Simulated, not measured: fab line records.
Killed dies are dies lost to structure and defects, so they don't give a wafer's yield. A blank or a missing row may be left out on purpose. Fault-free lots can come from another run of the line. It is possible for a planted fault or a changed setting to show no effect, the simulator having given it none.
Struck lot and sound lot, side by side | flow berkeley-cmos170 | 14 out of 331 route steps
Sound: these wafers, L261.1, L261.3, L261.6. Wafers struck: L259.1, L259.2, L259.5. The cause is given at the end.
For every step that has rows: the tool of each side, followed by ch and its chambers, followed by its first start. Under that, the readings that differ: sound wafers | struck wafers | difference of the means | sigmas: that difference in standard deviations of wafers without a fault.
alike: same words and numbers on both sides, and readings whose means sit less than 2 such deviations apart. not compared: any withheld reading, any reading some wafer has no value for, any bound like >300 that may hide the same value, and any number with overlapping values for which the record gives no deviation.
Wherever a step has rows on one side only, a row that says differs or no value, or a row with sigmas, the two part there. Non-overlapping numbers with no deviation appear without sigmas and do not part them. A reading missing from all wafers of one side parts the sides only when that side holds two or more wafers.

first, 4 steps without rows for these wafers: UCB170_PVT_SOFTBAKE_02 (time 60 s); UCB170_PVT_EXPOSE_03 (exposes mask NWELL, target cd 3000 nm); UCB170_PVT_PEB_04; UCB170_PVT_DEVELOP_05 (develop time 45 s).
UCB170_PVT_OVL_MEAS_06:
  sound: overlay-01 at day 7 19:50; struck: overlay-01 at day 7 08:46
  reading      | sound | struck   | difference | sigmas
  PVT_OVL (nm) | 8 6 8 | -8 -3 -1 | -11        | -2
then, 1 step without rows for these wafers: UCB170_PVT_IMPLANT_07.
UCB170_PVT_STRIP_08: strips in O2.
  sound on plasma-asher-03 ch 0, day 7 20:01; struck on plasma-asher-02 ch 0,1, day 7 08:56
  alike: chamber-pressure-mTorr, drypump-motor-current-A, oes-product-au, strip-time-to-endpoint-s
  not compared: rf-hours-counter-h
UCB170_PVT_TW_MEAS_09:
  sound: film-metro-04 at day 7 20:07; struck: film-metro-03 at day 7 09:04
  alike: PVT_TW
then, 1 step without rows for these wafers: UCB170_GATE_WET_ETCH_00 (etches SiO2 in dHF, time 200 s).
UCB170_FIELD_THK_MEAS_91:
  sound: film-metro-01 at day 7 20:15; struck: film-metro-01 at day 7 09:32
  alike: FIELD_OXIDE_LEFT_2_THK
then, 1 step without rows for these wafers: UCB170_GATE_OXIDATION_01 (target thk 6.6 nm, ox time 1800 s).
UCB170_GATE_THK_MEAS_02:
  sound: film-metro-03 at day 8 00:15; struck: film-metro-03 at day 7 12:51
  alike: GATE_OXIDE_THK
UCB170_GATE_ANNEAL_03: time 1800 s.
  sound on furnace-02 ch 0, day 8 02:40; struck on furnace-01, day 7 15:44
  no value came back on the struck wafers for spike-tc-centre-C (C), spike-tc-load-C (C), zone-power-source-pct (%); on the sound wafers spike-tc-centre-C (C) reads 901.8 902.0 902.3
then, 1 step without rows for these wafers: UCB170_GATE_CVD_04 (deposits poly-Si from SiH4, time 1440 s, target thk 214 nm).

WHERE THEY PART
Last at UCB170_GATE_ANNEAL_03 as far as this record goes, first at UCB170_PVT_OVL_MEAS_06.

WHY: whatever the simulator had introduced
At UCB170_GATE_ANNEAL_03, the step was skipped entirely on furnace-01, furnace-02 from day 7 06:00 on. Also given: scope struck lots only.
